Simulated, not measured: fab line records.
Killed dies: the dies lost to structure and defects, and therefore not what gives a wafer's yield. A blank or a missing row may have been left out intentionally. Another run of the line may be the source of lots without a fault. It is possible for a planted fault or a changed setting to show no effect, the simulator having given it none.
Split-lot experiment ; flow berkeley cmos170 ; 5 lots, 23 wafers read, on a route of 331 steps

== ON THE SPLIT ==
At UCB170_M3_PEB_13, the setting peb temp c was moved away from the recipe's 130 C on 8 of the 23 wafers read, by +1.1% to +2.5%. This setting was run at the recipe's value on the other wafers.

== FROM THE SPLIT TO THE READING: what the file shows between them, 5 steps ==
- UCB170_M3_DEVELOP_14: develop time 45 s
- UCB170_M3_CD_MEAS_15: target cd 700 nm
- UCB170_M3_ETCH_17: etches BARC in N2/H2
- UCB170_M3_METAL_ETCH_18: etches Al in Cl2/BCl3, stops on SiO2, target depth 1170 nm, time 195 s
- UCB170_M3_STRIP_19: strips in O2

== THE READING ==
Shown in nm: cd nm at UCB170_M3_CD_MEAS_90, with target cd 700 nm. Fault-free wafers of this fab line usually give 701 nm, standard deviation 5.3 nm.

wafer;tool, chamber at the split;peb temp c as run, C;against the recipe;cd nm, nm;against lot-mates on the recipe
L077.1;litho track-04, 0;133.3;+2.5%;685;-19
L077.2;litho track-04, 0;130;recipe;705;-
L077.3;litho track-04, 0;133.3;+2.5%;684;-20
L077.5;litho track-04, 0;133.3;+2.5%;687;-17
L077.6;litho track-04, 0;130;recipe;703;-
L079.1;litho track-01, 0;130;recipe;706;-
L079.3;litho track-01, 0;130;recipe;707;-
L079.4;litho track-01, 0;130;recipe;704;-
L079.5;litho track-01, 0;130;recipe;706;-
L079.6;litho track-01, 0;130;recipe;704;-
L081.1;litho track-02, 0;130;recipe;700;-
L081.2;litho track-02, 0;131.4;+1.1%;698;-4
L081.3;litho track-02, 0;130;recipe;707;-
L081.4;litho track-02, 0;130;recipe;700;-
L081.6;litho track-02, 0;131.4;+1.1%;696;-6
L082.1;litho track-04, 0;130;recipe;704;-
L082.3;litho track-04, 0;130;recipe;706;-
L082.6;litho track-04, 0;130;recipe;706;-
L084.2;litho track-01, 0;132.1;+1.6%;688;-14
L084.3;litho track-01, 0;130;recipe;706;-
L084.4;litho track-01, 0;132.1;+1.6%;690;-12
L084.5;litho track-01, 0;132.1;+1.6%;693;-10
L084.6;litho track-01, 0;130;recipe;699;-

THE FIT
A straight line over all 23 wafers: cd nm changes by -7.67 nm for each +1% of peb temp c; r = -0.95; the points scatter about the line by 2.4 nm.
The same after taking each lot's own level away (the mean of its wafers on the recipe; 23 wafers): -7.28 nm for each +1%; r = -0.96; scatter 2.2 nm.
On that fit, the largest move of peb temp c shifts the reading by 18 nm.
The span of the lots' own levels, 702.3 to 705.4 nm, comes to 0.6 times the standard deviation stated above.
Consequently the slope shifts little with the lot-to-lot level, the two slopes agreeing.
Check: with one of the wafers moved furthest among these (+2.5%) left out of the fit, the line predicts -18.2 nm for it against its lot-mates. It came out at -19 nm against them.

== OTHER SPLITS ON THESE WAFERS ==
Other splits were also applied to these wafers ahead of the reading. Each is held against what the fit with the lots' levels taken away leaves over:
other split on the same wafers;wafers away from the commonest value;r with cd nm (lot level and that fit taken away)
UCB170_CONTACT_EXPOSE_12 dose mj;8;+0.14
UCB170_M1_SPUTTER_00 power w;7;+0.29
UCB170_V1_EXPOSE_09 dose mj;10;+0.01

== THE WHOLE CHAIN: every reading that the file lists as answering this split, in the file's order ==
step;what it does;reading;change (the file's fit);r (the file's)
UCB170_M3_CD_MEAS_15;target cd 700 nm;cd nm;-7.73 nm for each +1% of the setting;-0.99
UCB170_M3_ETCH_17;etches BARC in N2/H2;M3.cd nm (the simulator's own value, which no gauge read);-7.68 nm for each +1% of the setting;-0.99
UCB170_M3_METAL_ETCH_18;etches Al in Cl2/BCl3, stops on SiO2, target depth 1170 nm, time 195 s;M3.cd nm (the simulator's own value, which no gauge read);-7.2 nm for each +1% of the setting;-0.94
UCB170_M3_CD_MEAS_90;target cd 700 nm;cd nm;-7.21 nm for each +1% of the setting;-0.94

== THE FILE'S OWN FIT ==
cd nm changes by -7.21 nm for each +1% of peb temp c, r = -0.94.
